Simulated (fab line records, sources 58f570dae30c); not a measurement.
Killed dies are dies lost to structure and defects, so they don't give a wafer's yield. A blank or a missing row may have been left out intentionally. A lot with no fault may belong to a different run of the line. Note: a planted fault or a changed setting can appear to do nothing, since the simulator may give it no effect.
Which tool is to blame? || flow berkeley cmos170 || 42 wafers from 14 lots sampled at 4 of the route's 331 steps

== WHAT EACH GAUGE READ, for each wafer ==
UCB170_M3_THK_MEAS_03: measures by xrf.
{"lot": "L829", "measured": "day 9 01:50", "on": "film metro-03", "M3_AL_THK (nm)": "934 946 938"}
{"lot": "L828", "measured": "day 8 19:49", "on": "film metro-04", "M3_AL_THK (nm)": "925 920 914"}
{"lot": "L831", "measured": "day 9 08:04", "on": "film metro-03", "M3_AL_THK (nm)": "941 940 949"}
{"lot": "L832", "measured": "day 9 03:32", "on": "film metro-02", "M3_AL_THK (nm)": "923 922 921"}
{"lot": "L834", "measured": "day 10 00:01", "on": "film metro-02", "M3_AL_THK (nm)": "926 931 936"}
{"lot": "L833", "measured": "day 9 23:43", "on": "film metro-03", "M3_AL_THK (nm)": "945 944 939"}
{"lot": "L836", "measured": "day 10 07:55", "on": "film metro-03", "M3_AL_THK (nm)": "918 915 923"}
{"lot": "L837", "measured": "day 10 06:19", "on": "film metro-03", "M3_AL_THK (nm)": "937 921 935"}
{"lot": "L838", "measured": "day 11 06:44", "on": "film metro-03", "M3_AL_THK (nm)": "924 947 951"}
{"lot": "L839", "measured": "day 11 06:30", "on": "film metro-02", "M3_AL_THK (nm)": "905 924 907"}
{"lot": "L840", "measured": "day 11 22:07", "on": "film metro-02", "M3_AL_THK (nm)": "938 940 941"}
{"lot": "L845", "measured": "day 12 09:53", "on": "film metro-02", "M3_AL_THK (nm)": "938 906 928"}

UCB170_M3_BOW_MEAS_20.
{"lot": "L829", "measured": "day 9 05:11", "on": "film metro-02", "M3_BOW (um)": "32 33 38"}
{"lot": "L828", "measured": "day 8 22:11", "on": "film metro-03", "M3_BOW (um)": "34 30 42"}
{"lot": "L831", "measured": "day 9 10:31", "on": "film metro-02", "M3_BOW (um)": "38 37 46"}
{"lot": "L832", "measured": "day 9 07:43", "on": "film metro-04", "M3_BOW (um)": "34 28 32"}
{"lot": "L834", "measured": "day 10 02:25", "on": "film metro-03", "M3_BOW (um)": "30 34 32"}
{"lot": "L833", "measured": "day 10 01:57", "on": "film metro-02", "M3_BOW (um)": "33 32 41"}
{"lot": "L836", "measured": "day 10 10:28", "on": "film metro-04", "M3_BOW (um)": "36 30 39"}
{"lot": "L837", "measured": "day 10 09:20", "on": "film metro-03", "M3_BOW (um)": "30 34 22"}
{"lot": "L838", "measured": "day 11 09:43", "on": "film metro-04", "M3_BOW (um)": "28 39 28"}
{"lot": "L839", "measured": "day 11 08:56", "on": "film metro-03", "M3_BOW (um)": "26 36 28"}
{"lot": "L840", "measured": "day 12 00:34", "on": "film metro-02", "M3_BOW (um)": "41 43 36"}
{"lot": "L845", "measured": "day 12 12:10", "on": "film metro-02", "M3_BOW (um)": "24 42 40"}

== EACH LOT AND THE TOOL THAT RAN IT (in order: tool; ch and the chambers of the sampled wafers; start) ==
{"lot": "L829", "UCB170_PWELL_STRIP_16": "plasma asher-03 ch 0,1, day 3 18:13", "UCB170_M3_STRIP_07": "plasma asher-04 ch 1, day 9 02:59"}
{"lot": "L828", "UCB170_PWELL_STRIP_16": "plasma asher-04 ch 0,1, day 3 18:29", "UCB170_M3_STRIP_07": "plasma asher-01 ch 0,1, day 8 20:20"}
{"lot": "L831", "UCB170_PWELL_STRIP_16": "plasma asher-01 ch 0,1, day 4 03:02", "UCB170_M3_STRIP_07": "plasma asher-01 ch 1, day 9 08:34"}
{"lot": "L832", "UCB170_PWELL_STRIP_16": "plasma asher-01 ch 0,1, day 4 11:00", "UCB170_M3_STRIP_07": "plasma asher-03 ch 0,1, day 9 04:04"}
{"lot": "L834", "UCB170_PWELL_STRIP_16": "plasma asher-04 ch 0,1, day 4 19:17", "UCB170_M3_STRIP_07": "plasma asher-03 ch 0,1, day 10 00:31"}
{"lot": "L833", "UCB170_PWELL_STRIP_16": "plasma asher-03 ch 0,1, day 4 19:25", "UCB170_M3_STRIP_07": "plasma asher-04 ch 0,1, day 10 00:13"}
{"lot": "L836", "UCB170_PWELL_STRIP_16": "plasma asher-03 ch 1, day 5 09:02", "UCB170_M3_STRIP_07": "plasma asher-04 ch 0,1, day 10 08:25"}
{"lot": "L837", "UCB170_PWELL_STRIP_16": "plasma asher-03 ch 0,1, day 5 09:31", "UCB170_M3_STRIP_07": "plasma asher-01 ch 0,1, day 10 07:04"}
{"lot": "L838", "UCB170_PWELL_STRIP_16": "plasma asher-04 ch 0,1, day 5 21:29", "UCB170_M3_STRIP_07": "plasma asher-03 ch 0,1, day 11 07:21"}
{"lot": "L839", "UCB170_PWELL_STRIP_16": "plasma asher-01 ch 0,1, day 6 01:23", "UCB170_M3_STRIP_07": "plasma asher-04 ch 0,1, day 11 07:01"}
{"lot": "L840", "UCB170_PWELL_STRIP_16": "plasma asher-03 ch 0,1, day 6 09:20", "UCB170_M3_STRIP_07": "plasma asher-04 ch 0,1, day 11 22:37"}
{"lot": "L842", "UCB170_PWELL_STRIP_16": "plasma asher-03 ch 0,1, day 6 14:01", "UCB170_M3_STRIP_07": "-"}
{"lot": "L841", "UCB170_PWELL_STRIP_16": "plasma asher-01 ch 0,1, day 6 14:26", "UCB170_M3_STRIP_07": "-"}
{"lot": "L845", "UCB170_PWELL_STRIP_16": "plasma asher-04 ch 0,1, day 7 07:20", "UCB170_M3_STRIP_07": "plasma asher-04 ch 0,1, day 12 10:24"}
- UCB170_PWELL_STRIP_16: strips in O2.
- UCB170_M3_STRIP_07: strips in O2.

== AS READ BY THE TOOLS THEMSELVES (means over the sampled wafers that have a number; for cases with no such wafer, the mark the record gives instead) ==
UCB170_PWELL_STRIP_16.
{"lot": "L829", "tool": "plasma asher-03", "chamber pressure mTorr (mTorr)": 3501, "drypump motor current A (A)": 5.7, "oes product au (a.u.)": 0.717, "strip time to endpoint s (s)": 18.04}
{"lot": "L828", "tool": "plasma asher-04", "chamber pressure mTorr (mTorr)": 3499, "drypump motor current A (A)": 5.8, "oes product au (a.u.)": 0.720, "strip time to endpoint s (s)": 18.10}
{"lot": "L831", "tool": "plasma asher-01", "chamber pressure mTorr (mTorr)": 3503, "drypump motor current A (A)": 6.0, "oes product au (a.u.)": 0.727, "strip time to endpoint s (s)": 18.01}
{"lot": "L832", "tool": "plasma asher-01", "chamber pressure mTorr (mTorr)": 3501, "drypump motor current A (A)": 5.7, "oes product au (a.u.)": 0.719, "strip time to endpoint s (s)": 18.13}
{"lot": "L834", "tool": "plasma asher-04", "chamber pressure mTorr (mTorr)": 3499, "drypump motor current A (A)": 5.8, "oes product au (a.u.)": 0.725, "strip time to endpoint s (s)": 18.18}
{"lot": "L833", "tool": "plasma asher-03", "chamber pressure mTorr (mTorr)": 3500, "drypump motor current A (A)": 5.7, "oes product au (a.u.)": 0.723, "strip time to endpoint s (s)": 18.15}
{"lot": "L836", "tool": "plasma asher-03", "chamber pressure mTorr (mTorr)": 3500, "drypump motor current A (A)": 5.5, "oes product au (a.u.)": 0.718, "strip time to endpoint s (s)": 18.09}
{"lot": "L837", "tool": "plasma asher-03", "chamber pressure mTorr (mTorr)": 3501, "drypump motor current A (A)": 5.6, "oes product au (a.u.)": 0.716, "strip time to endpoint s (s)": 18.06}
{"lot": "L838", "tool": "plasma asher-04", "chamber pressure mTorr (mTorr)": 3500, "drypump motor current A (A)": 5.8, "oes product au (a.u.)": 0.724, "strip time to endpoint s (s)": 18.10}
{"lot": "L839", "tool": "plasma asher-01", "chamber pressure mTorr (mTorr)": 3503, "drypump motor current A (A)": 6.0, "oes product au (a.u.)": 0.717, "strip time to endpoint s (s)": 18.06}
{"lot": "L840", "tool": "plasma asher-03", "chamber pressure mTorr (mTorr)": 3501, "drypump motor current A (A)": 5.5, "oes product au (a.u.)": 0.723, "strip time to endpoint s (s)": 18.03}
{"lot": "L842", "tool": "plasma asher-03", "chamber pressure mTorr (mTorr)": "-", "drypump motor current A (A)": "-", "oes product au (a.u.)": "-", "strip time to endpoint s (s)": "-"}
{"lot": "L841", "tool": "plasma asher-01", "chamber pressure mTorr (mTorr)": "-", "drypump motor current A (A)": "-", "oes product au (a.u.)": "-", "strip time to endpoint s (s)": "-"}
{"lot": "L845", "tool": "plasma asher-04", "chamber pressure mTorr (mTorr)": 3500, "drypump motor current A (A)": 5.8, "oes product au (a.u.)": 0.722, "strip time to endpoint s (s)": 18.12}

UCB170_M3_STRIP_07.
{"lot": "L829", "tool": "plasma asher-04", "chamber pressure mTorr (mTorr)": 3500, "drypump motor current A (A)": 5.5, "oes product au (a.u.)": 0.735, "strip time to endpoint s (s)": 21.97}
{"lot": "L828", "tool": "plasma asher-01", "chamber pressure mTorr (mTorr)": 3498, "drypump motor current A (A)": 5.7, "oes product au (a.u.)": 0.732, "strip time to endpoint s (s)": 22.01}
{"lot": "L831", "tool": "plasma asher-01", "chamber pressure mTorr (mTorr)": 3499, "drypump motor current A (A)": 5.5, "oes product au (a.u.)": 0.733, "strip time to endpoint s (s)": 21.91}
{"lot": "L832", "tool": "plasma asher-03", "chamber pressure mTorr (mTorr)": 3503, "drypump motor current A (A)": 5.6, "oes product au (a.u.)": 0.737, "strip time to endpoint s (s)": 21.90}
{"lot": "L834", "tool": "plasma asher-03", "chamber pressure mTorr (mTorr)": 3501, "drypump motor current A (A)": 5.7, "oes product au (a.u.)": 0.738, "strip time to endpoint s (s)": 21.94}
{"lot": "L833", "tool": "plasma asher-04", "chamber pressure mTorr (mTorr)": 3498, "drypump motor current A (A)": 6.1, "oes product au (a.u.)": 0.736, "strip time to endpoint s (s)": 21.92}
{"lot": "L836", "tool": "plasma asher-04", "chamber pressure mTorr (mTorr)": 3495, "drypump motor current A (A)": 5.8, "oes product au (a.u.)": 0.734, "strip time to endpoint s (s)": 21.94}
{"lot": "L837", "tool": "plasma asher-01", "chamber pressure mTorr (mTorr)": 3498, "drypump motor current A (A)": 5.7, "oes product au (a.u.)": 0.735, "strip time to endpoint s (s)": 21.89}
{"lot": "L838", "tool": "plasma asher-03", "chamber pressure mTorr (mTorr)": 3499, "drypump motor current A (A)": 5.7, "oes product au (a.u.)": 0.728, "strip time to endpoint s (s)": 21.96}
{"lot": "L839", "tool": "plasma asher-04", "chamber pressure mTorr (mTorr)": 3498, "drypump motor current A (A)": 6.1, "oes product au (a.u.)": 0.735, "strip time to endpoint s (s)": 21.96}
{"lot": "L840", "tool": "plasma asher-04", "chamber pressure mTorr (mTorr)": 3499, "drypump motor current A (A)": 6.1, "oes product au (a.u.)": 0.732, "strip time to endpoint s (s)": 21.98}
{"lot": "L845", "tool": "plasma asher-04", "chamber pressure mTorr (mTorr)": 3500, "drypump motor current A (A)": 5.8, "oes product au (a.u.)": 0.734, "strip time to endpoint s (s)": 21.98}

== THE ANSWER, worked out from the rows above alone ==
Rule: the usual values come from the lots themselves. The widest of any qualifying gaps counts: lots, ordered by their means at a reading, are off when they make up no more than a third of the lots, leave a main group of 4 or more, and stand apart from it by 3 or more times the standard deviation of that group's means. A main group whose means are all the same, to the digits that the tables above print for the reading, isn't used. Also off: a lot with no number at a reading for which 4 or more lots have one. The other lots that the step has rows for count as sound. Order of review: gauges by route order, followed by the tools' own readings, for which a lot's mean as printed above is used. At the first step where some lot is off, the reading lying furthest off is the one used; lots without a number count as furthest.
Off at UCB170_PWELL_STRIP_16 (chamber pressure mTorr): L842, L841. Without a number there: L842, L841. Main group: mean 3501 mTorr, sd 1.2.
A tool fits if, at that step or a process step before it, it ran every lot that is off, and no sound lot after the first of them. No candidate that was tried fits.

== WHAT HAD BEEN PUT IN BY THE SIMULATOR ==
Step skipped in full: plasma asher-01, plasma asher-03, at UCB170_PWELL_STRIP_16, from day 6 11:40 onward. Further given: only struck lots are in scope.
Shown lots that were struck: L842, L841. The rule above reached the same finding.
